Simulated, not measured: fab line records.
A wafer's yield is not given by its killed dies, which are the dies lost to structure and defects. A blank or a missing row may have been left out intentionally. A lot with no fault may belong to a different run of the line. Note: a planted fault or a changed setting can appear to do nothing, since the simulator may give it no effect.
Lot-split experiment	flow rit cmos	23 wafers read across 5 lots, on a route 202 steps long

== ON THE SPLIT ==
At RIT_FOX1_OXIDATION_00 (target thk 350.7 nm, ox time 1130 s), the setting ox time s was moved away from the recipe's 1130 s on 20 of the 23 wafers read, by -7.2% to +12.7%. All remaining wafers had this setting at the recipe value.

The reading is taken at the split's own step.

== THE READING ==
SiO2_of_FOX1_OXIDATION_00.thk nm (the simulator's own value, which no gauge read), in nm, at RIT_FOX1_OXIDATION_00 (target thk 350.7 nm, ox time 1130 s). The file does not state a usual value for it. Here, 3 wafers ran the recipe; their average is 349.9 nm with a standard deviation of 1.6 nm.

wafer	tool, chamber at the split	ox time s as run, s	against the recipe	SiO2_of_FOX1_OXIDATION_00.thk nm, nm	against lot-mates on the recipe
L074.1	furnace-01, 0	1130	recipe	349.1	-
L074.4	furnace-01, 0	1130	recipe	352.1	-
L074.5	furnace-01, 0	1130	recipe	348.4	-
L076.1	-, -	1049	-7.2%	339.9	no lot-mate on the recipe
L076.2	-, -	1049	-7.2%	340.9	no lot-mate on the recipe
L076.4	-, -	1049	-7.2%	338.8	no lot-mate on the recipe
L076.5	-, -	1049	-7.2%	337.1	no lot-mate on the recipe
L076.6	-, -	1049	-7.2%	339.6	no lot-mate on the recipe
L077.1	-, -	1273	+12.7%	380.2	no lot-mate on the recipe
L077.3	-, -	1273	+12.7%	383.5	no lot-mate on the recipe
L077.4	-, -	1273	+12.7%	382.7	no lot-mate on the recipe
L077.5	-, -	1273	+12.7%	375.8	no lot-mate on the recipe
L077.6	-, -	1273	+12.7%	382.6	no lot-mate on the recipe
L081.1	-, -	1084	-4.1%	346.3	no lot-mate on the recipe
L081.2	-, -	1084	-4.1%	333.8	no lot-mate on the recipe
L081.4	-, -	1084	-4.1%	341.8	no lot-mate on the recipe
L081.5	-, -	1084	-4.1%	335.2	no lot-mate on the recipe
L081.6	-, -	1084	-4.1%	340.2	no lot-mate on the recipe
L083.1	-, -	1202	+6.4%	355.8	no lot-mate on the recipe
L083.3	-, -	1202	+6.4%	354.2	no lot-mate on the recipe
L083.4	-, -	1202	+6.4%	351.3	no lot-mate on the recipe
L083.5	-, -	1202	+6.4%	356.1	no lot-mate on the recipe
L083.6	-, -	1202	+6.4%	350.8	no lot-mate on the recipe

THE FIT
A straight line over all 23 wafers: SiO2_of_FOX1_OXIDATION_00.thk nm changes by +2.01 nm for each +1% of ox time s; r = +0.93; the points scatter about the line by 6.3 nm.
Too few moved wafers have a lot-mate on the recipe to fit a line with each lot's own level taken away.

== THE FILE'S OWN FIT ==
SiO2_of_FOX1_OXIDATION_00.thk nm changes by +2.01 nm for each +1% of ox time s, r = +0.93.
